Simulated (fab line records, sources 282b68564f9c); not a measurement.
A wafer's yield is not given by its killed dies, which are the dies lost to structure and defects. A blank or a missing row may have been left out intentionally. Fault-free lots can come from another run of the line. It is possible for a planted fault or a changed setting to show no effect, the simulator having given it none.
The tool behind it: which one? + flow rit-cmos + 42 wafers from 14 lots sampled at 2 of the route's 202 steps

WHAT EACH GAUGE READ, for each wafer
RIT_SDANNEAL_RS_MEAS_06: a four-point-probe measurement. Usual: for PLDD_RS the level is 178.9 ohm/sq and the standard deviation is 0.45.
| lot  | measured    | on            | PLDD_RS (ohm/sq)  | flag |
|------|-------------|---------------|-------------------|------|
| L607 | day 3 10:55 | film-metro-01 | 180.1 179.7 180.0 |      |
| L608 | day 3 14:34 | film-metro-03 | 179.6 179.2 179.0 |      |
| L609 | day 3 19:30 | film-metro-04 | 178.7 179.0 179.2 |      |
| L610 | day 3 22:44 | film-metro-01 | 178.8 179.6 179.2 |      |
| L612 | day 4 07:38 | film-metro-04 | 179.1 178.5 178.8 |      |
| L613 | day 4 18:01 | film-metro-04 | 179.0 179.0 179.0 |      |
| L614 | day 4 20:49 | film-metro-01 | 179.5 179.6 179.3 |      |
| L615 | day 4 23:40 | film-metro-03 | 179.0 179.0 178.6 |      |
| L617 | day 5 10:14 | film-metro-03 | 178.1 178.8 178.8 |      |
| L618 | day 5 13:23 | film-metro-01 | 178.9 179.1 179.2 |      |
| L623 | day 6 19:33 | film-metro-04 | 186.4 186.7 187.1 | OFF  |
| L624 | day 7 06:13 | film-metro-01 | 186.0 186.2 186.2 | OFF  |
| L626 | day 7 15:04 | film-metro-03 | 178.5 178.5 178.7 |      |
| L627 | day 7 20:03 | film-metro-03 | 178.0 178.4 178.3 |      |

WHAT TOOL EACH LOT RAN ON (gives the tool, then ch and the chambers of the sampled wafers, and finally the start)
| lot  | RIT_PLDD_IMPLANT_08            |
|------|--------------------------------|
| L607 | implanter-03 ch 0, day 3 02:10 |
| L608 | implanter-04 ch 0, day 3 08:07 |
| L609 | implanter-02 ch 0, day 3 12:28 |
| L610 | implanter-03 ch 0, day 3 15:56 |
| L612 | implanter-02 ch 0, day 4 01:13 |
| L613 | implanter-02 ch 0, day 4 11:36 |
| L614 | implanter-03 ch 0, day 4 14:10 |
| L615 | implanter-04 ch 0, day 4 17:06 |
| L617 | implanter-04 ch 0, day 5 03:44 |
| L618 | implanter-04 ch 0, day 5 06:52 |
| L623 | implanter-02 ch 0, day 6 12:22 |
| L624 | implanter-02 ch 0, day 6 22:52 |
| L626 | implanter-04 ch 0, day 7 07:13 |
| L627 | implanter-04 ch 0, day 7 12:29 |
- RIT_PLDD_IMPLANT_08

WHAT THE TOOLS THEMSELVES READ (means of the sampled wafers that have a number; where no wafer has one, the mark that the record gives instead)
RIT_PLDD_IMPLANT_08. Usual: dose-ions-cm2 8.998e+14, standard deviation 9e+11; faraday-current-uA 2817, standard deviation 61.
| lot  | tool         | dose-ions-cm2 | faraday-current-uA | flag |
|------|--------------|---------------|--------------------|------|
| L607 | implanter-03 | 8.995e+14     | 2778               |      |
| L608 | implanter-04 | 9.002e+14     | 2928               |      |
| L609 | implanter-02 | 8.999e+14     | 2843               |      |
| L610 | implanter-03 | 8.994e+14     | 2883               |      |
| L612 | implanter-02 | 8.997e+14     | 2808               |      |
| L613 | implanter-02 | 8.999e+14     | 2849               |      |
| L614 | implanter-03 | 8.996e+14     | 2830               |      |
| L615 | implanter-04 | 9.000e+14     | 2876               |      |
| L617 | implanter-04 | 9.000e+14     | 2792               |      |
| L618 | implanter-04 | 8.987e+14     | 2800               |      |
| L623 | implanter-02 | 8.311e+14     | 2560               | OFF  |
| L624 | implanter-02 | 8.307e+14     | 2615               | OFF  |
| L626 | implanter-04 | 8.993e+14     | 2797               |      |
| L627 | implanter-04 | 9.003e+14     | 2855               |      |

THE ANSWER, worked out from the rows above alone
Rule: a lot is off if the mean of its wafers that have a number lies more than 3 standard deviations from the usual mean. A lot without any number at a reading at which 4 lots or more have one is off too. All remaining lots with rows at the step are treated as sound. Order of review: gauges by route order, followed by the tools' own readings, for which a lot's mean as printed above is used. The first step at which some lot is off is used, and at that step the reading that is off furthest; a lot without a number counts as furthest.
Off: L623, L624, seen at RIT_SDANNEAL_RS_MEAS_06 (PLDD_RS).
If a tool, at a process step before that reading, ran all the lots that are off and no sound lot after the first of them, it fits. Not tried: the gauges at RIT_SDANNEAL_RS_MEAS_06; whatever is off there is also off at RIT_PLDD_IMPLANT_08, on other tools, and gauge error can't account for it. One fits: implanter-02 at RIT_PLDD_IMPLANT_08. A fault onset in the window from L613 (day 4 11:36, its last sound lot) to L623 (day 6 12:22, its first lot off) fits.
The tool's own readings at RIT_PLDD_IMPLANT_08 bear it out: on the lots that are off they differ by more than 5 times the standard deviation of the sound lots' means. dose-ions-cm2 reads 8.309e+14 there against 8.997e+14 on the sound lots; faraday-current-uA reads 2588 there against 2837 on the sound lots.

WHAT THE SIMULATOR HAD INSERTED
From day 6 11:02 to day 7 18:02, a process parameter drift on implanter-02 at RIT_PLDD_IMPLANT_08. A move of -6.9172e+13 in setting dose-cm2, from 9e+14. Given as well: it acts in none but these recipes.
Struck lots among those shown: L623, L624. The rule above reached the same finding.
